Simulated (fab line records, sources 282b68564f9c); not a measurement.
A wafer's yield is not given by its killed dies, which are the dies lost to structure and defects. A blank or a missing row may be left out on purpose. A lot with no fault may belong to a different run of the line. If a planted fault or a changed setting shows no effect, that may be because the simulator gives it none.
Problem report in the 8D (eight disciplines) form, filled by code :: flow ritCmos :: the parts of the form that need people (team, actions taken, sign-off) are left out

1. THE ISSUE
Mean of runLengthS at RIT_SPACER_ETCHBACK_05: 363.9 s across 6 wafers in 2 lots; on wafers with no fault it is 268.2 s (standard deviation 0.51). That is +99 or more standard deviations from the usual mean.
The step: etches Si3N4 in SF6/CHF3, stops on SiO2, target depth 250 nm, time 240 s.
First observed at day 4 21:20: wafer L729.1, on rieDiel-04. At this step, 42 wafers from 14 lots have a number in the record. The rule behind "out" and "out of limits": a value lying over 4 standard deviations away from the usual mean. The rest of the wafers with a number are treated as sound.

2. WHAT IT IS AND WHAT IT IS NOT
question: which readings at this step
is: runLengthS, oesProductAu
is not: drypumpMotorCurrentA, rfFwdPowerW, throttleValvePct

question: which lots
is: L729, L731
is not: L722, L723, L724, L725, L726, L727, L728, L733, L740, L741, L744, L745

question: which wafers of those lots
is: all that have a number
is not: -

question: read on which tools
is: rieDiel-04
is not: rieDiel-01, rieDiel-03

question: when
is: from day 4 21:20
is not: up to then (21 sound wafers); but 15 sound wafers of L733, L740, L741, L744, L745 came after

3. WHAT RULES OUT EACH SUSPECT
Counting: a tool at a process step up to the reading stays a suspect if it ran every lot that is out and no sound lot after the first of them.
- rieDiel-04 at RIT_SPACER_ETCHBACK_05 (etches Si3N4 in SF6/CHF3, stops on SiO2, target depth 250 nm, time 240 s): kept. All lots that are out passed through it, beginning with L729 at day 4 21:20, and no sound lot followed; its final sound lot before that point was L728 at day 4 17:27. On those wafers its own readings are out: oesProductAu, runLengthS.
After counting, what remains is rieDiel-04 at RIT_SPACER_ETCHBACK_05.

4. THE CAUSE (what the simulator had put in)
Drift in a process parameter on rieDiel-04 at RIT_SPACER_ETCHBACK_05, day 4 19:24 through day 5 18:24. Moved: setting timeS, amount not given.
After counting, this tool was the only one left.

5. THE EFFECT CHAIN, in route order
Each row: a reading whose mean over the struck wafers that have a number lies more than 3 standard deviations from the usual. Only readings for which the record gives a usual standard deviation are gone through. hours: the time from each lot's start at the first step in this table that gives one to its start at this step, as a median over the lots. sigmas: the change in usual standard deviations.
hours: 0
step: RIT_SPACER_ETCHBACK_05
reading: oesProductAu
usual: 0.849 a.u.
on struck wafers: 0.670
change: -0.179
sigmas: -13

hours: 0
step: RIT_SPACER_ETCHBACK_05
reading: runLengthS
usual: 268.2 s
on struck wafers: 363.9
change: +95.7
sigmas: +99 or more
Its process steps:
- RIT_SPACER_ETCHBACK_05: etches Si3N4 in SF6/CHF3, stops on SiO2, target depth 250 nm, time 240 s.

6. WHAT WOULD HAVE CAUGHT IT SOONER
In this record the first reading out of limits was taken at day 4 21:20, 2 hours after the fault began at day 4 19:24.
